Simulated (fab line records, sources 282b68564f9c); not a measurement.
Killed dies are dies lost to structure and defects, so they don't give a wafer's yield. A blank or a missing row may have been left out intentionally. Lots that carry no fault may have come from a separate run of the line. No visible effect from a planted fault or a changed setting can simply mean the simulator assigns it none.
Matching of chambers    flow ritCmos    RIT_FOX2_WET_ETCH_03 on wetBench-01 has 3 sister chambers
The step etches Si3N4 in H3PO4, target depth 195 nm, time 2700 s. 14 wafers are shown with their chamber, then 4 later ones without.

== WAFERS WITH THEIR CHAMBER ==
wafer   chamber  runLengthS (s)  bathGuardTempC (C)
L982.1  3        2725            165.0
L982.5  3        2725            165.3
L982.6  3        2725            165.6
L993.2  1        2728            165.7
L993.3  1        2728            165.7
L993.5  1        2728            165.7
L994.3  2        2726            165.4
L994.4  2        2726            165.4
L994.5  2        2726            165.5
L995.2  1        2727            165.4
L995.3  1        2727            165.5
L995.6  1        2727            165.5
L996.2  2        2734            165.3
L996.5  2        2734            165.6

SIGNATURES (means of the wafers above)
reading         chamber 1  chamber 2  chamber 3  scatter within a chamber
runLengthS      2727.50    2729.20    2725.00    2.67
bathGuardTempC  165.583    165.440    165.300    0.171
Rule: for each reading, subtract the chamber's mean from the wafer's reading, divide by that reading's scatter and square the result; add these up over the readings and take the root, which gives the wafer's distance from the chamber. The wafer belongs to the nearest chamber; if the next one is less than 2 further off, it can't be placed. The scatter: take each reading less its chamber's mean, square it, sum over the shown wafers, divide by the number of wafers less the number of chambers, and take the root.

== WAFERS WITH NO CHAMBER GIVEN ==
wafer   runLengthS (s)  bathGuardTempC (C)
L996.6  2734            165.3
L101.4  2726            165.4
L101.5  2726            165.8
L101.6  2726            165.0

== EACH ONE'S CHAMBER ==
wafer   from the rows above           in truth
L996.6  can't be placed: 2 or 1 or 3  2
L101.4  can't be placed: 3 or 1 or 2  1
L101.5  can't be placed: 1 or 2 or 3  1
L101.6  can't be placed: 3 or 2 or 1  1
0 of 4 placed correctly. Can't be placed from these rows: 4 (the true chamber is among the candidates in 4). Number placed wrongly: 0.
